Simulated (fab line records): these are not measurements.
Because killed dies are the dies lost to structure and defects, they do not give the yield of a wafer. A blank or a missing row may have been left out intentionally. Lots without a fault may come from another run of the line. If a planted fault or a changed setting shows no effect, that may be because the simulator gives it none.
One fault seen from 2 desks -- flow rit-cmos -- only its own numbers are on each desk; what lay behind them is given at the end

AT THE METROLOGY DESK
Means of the sampled wafers that have a number, per lot and without regard to the tool the lot ran on: this is what the gauges read. A lot is out of limits, marked OUT, if its mean lies more than 4 standard deviations from the usual mean; the brackets give that distance.
Columns: A = PSD_RS at RIT_SDANNEAL_RS_MEAS_04, usual 116.00 ohm/sq; B = NSD_RS at RIT_SDANNEAL_RS_MEAS_05, usual 84.55 ohm/sq; C = SILICIDE_TI_RS at RIT_SILICIDE_RS_MEAS_02, usual 48.1 ohm/sq
lot,first seen here,A,B,C
L962,day 3 16:04,115.92,84.22,49.4
L963,day 3 22:55,115.58,84.34,47.6
L964,day 4 03:26,115.81,84.45,48.9
L967,day 4 15:57,115.96,84.14,48.4
L968,day 4 19:34,116.09,84.62,48.8
L969,day 5 01:31,116.24,84.44,47.9
L970,day 5 09:26,116.27,84.74,48.8
L974,day 6 03:28,116.20,84.44,48.4
L975,day 6 11:28,115.84,84.39,48.0
L978,day 6 23:53,116.04,84.81,47.1
L979,day 7 01:31,116.02,84.91,47.6
L981,day 7 11:47,116.05,84.56,48.6
L982,day 7 14:19,115.78,84.04,48.4
L983,day 7 23:51,116.09,84.61,47.9
This desk's finding: nothing out of limits on any of the 14 lots.

DESK OF THE TOOL OWNER: plasma-asher-02
The tool's own readings at RIT_M1_STRIP_14 (strips in O2, time 180 s): means of the sampled wafers that have a number, for each lot that ran on this tool. A lot is out of limits, marked OUT, if its mean lies more than 4 standard deviations from the usual mean; the brackets give that distance.
Columns: A = drypump-motor-current-A at RIT_M1_STRIP_14, usual 5.9 A
lot,first seen here,A
L963,day 4 04:30,6.0
L964,day 4 09:49,5.9
L967,day 4 21:23,5.9
L970,day 5 14:58,6.0
L974,day 6 09:08,6.0
L975,day 6 16:59,5.7
This desk's finding: nothing out of limits on any of the 6 lots.

TAKEN TOGETHER
Metrology desk: nothing out of limits seen.
Nothing out of limits was seen by the tool owner's desk.

WHAT THE SIMULATOR HAD PUT IN
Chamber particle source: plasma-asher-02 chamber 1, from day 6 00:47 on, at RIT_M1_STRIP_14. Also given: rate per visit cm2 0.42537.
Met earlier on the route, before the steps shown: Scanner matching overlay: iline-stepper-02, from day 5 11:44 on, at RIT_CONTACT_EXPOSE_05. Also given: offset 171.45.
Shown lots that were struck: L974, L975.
